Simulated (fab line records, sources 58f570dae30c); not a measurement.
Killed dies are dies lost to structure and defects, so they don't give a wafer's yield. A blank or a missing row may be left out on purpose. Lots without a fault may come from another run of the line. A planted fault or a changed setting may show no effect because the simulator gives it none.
One fault seen from 2 desks | flow berkeley_cmos170 | each desk has only its own numbers; what lay behind them comes last

THE METROLOGY DESK
What the gauges read, lot by lot, whatever tool the lot ran on: means of the sampled wafers that have a number. A lot is out of limits, marked OUT, if its mean lies more than 4 standard deviations from the usual mean; the brackets give that distance.
Columns: A = cd_nm at UCB170_M1_CD_MEAS_90, usual 700.7 nm
lot  | first seen here | A
L321 | day 8 08:24     | 700.8
L320 | day 8 09:17     | 703.7
L319 | day 8 13:52     | 698.8
L324 | day 9 09:08     | 702.6
L322 | day 9 11:07     | 701.5
L323 | day 9 11:11     | 699.4
L329 | day 9 22:28     | 697.9
L326 | day 9 22:35     | 699.3
L330 | day 9 23:30     | 703.3
L333 | day 11 02:43    | 698.4
L335 | day 11 17:40    | 687.7 (-4.8) OUT
L337 | day 12 05:59    | 686.2 (-5.4) OUT
L339 | day 12 06:36    | 698.2
L340 | day 12 07:11    | 700.0
This desk's finding: out of limits on L335, L337; first on L335, day 11 17:40 (cd_nm at UCB170_M1_CD_MEAS_90). In limits: L321, L320, L319, L324, L322, L323, L329, L326, L330, L333, L339, L340.

THE TOOL OWNER'S DESK: rie_metal-03
The tool's own readings at UCB170_M1_METAL_ETCH_12 (etches Al in Cl2/BCl3, stops on PSG, target depth 780 nm, time 130 s): means of the sampled wafers that have a number, for each lot that ran on this tool. A lot is out of limits, marked OUT, if its mean lies more than 4 standard deviations from the usual mean; the brackets give that distance.
Columns: A = drypump_motor_current_A at UCB170_M1_METAL_ETCH_12, usual 5.8 A; B = oes_product_au at UCB170_M1_METAL_ETCH_12, usual 0.856 a.u.; C = throttle_valve_pct at UCB170_M1_METAL_ETCH_12, usual 24.33 %
lot  | first seen here | A   | B     | C
L321 | day 8 08:09     | 5.7 | 0.851 | 24.34
L319 | day 8 13:38     | 5.7 | 0.859 | 24.33
L323 | day 9 10:56     | 5.7 | 0.841 | 24.34
L329 | day 9 22:10     | 5.9 | 0.844 | 24.39
L333 | day 11 02:28    | 5.7 | 0.857 | 24.33
L335 | day 11 17:26    | 6.2 | 0.852 | 24.45
L337 | day 12 05:44    | 5.9 | 0.846 | 24.41
This desk's finding: nothing out of limits on any of the 7 lots.

PUT TOGETHER
The metrology desk could have raised an alarm at day 11 17:40, on L335, L337.
The tool owner's desk saw nothing out of limits.
The tool owner's desk has L335, L337 on record, within its limits.
Of the lots named, all ran UCB170_M1_METAL_ETCH_12 on rie_metal-03.

WHAT THE SIMULATOR HAD PUT IN
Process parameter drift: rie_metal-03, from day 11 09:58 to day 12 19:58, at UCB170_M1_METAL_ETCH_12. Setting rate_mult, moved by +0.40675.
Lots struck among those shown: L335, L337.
Hours from the fault's start to each desk's first reading out of limits: the metrology desk, 8.
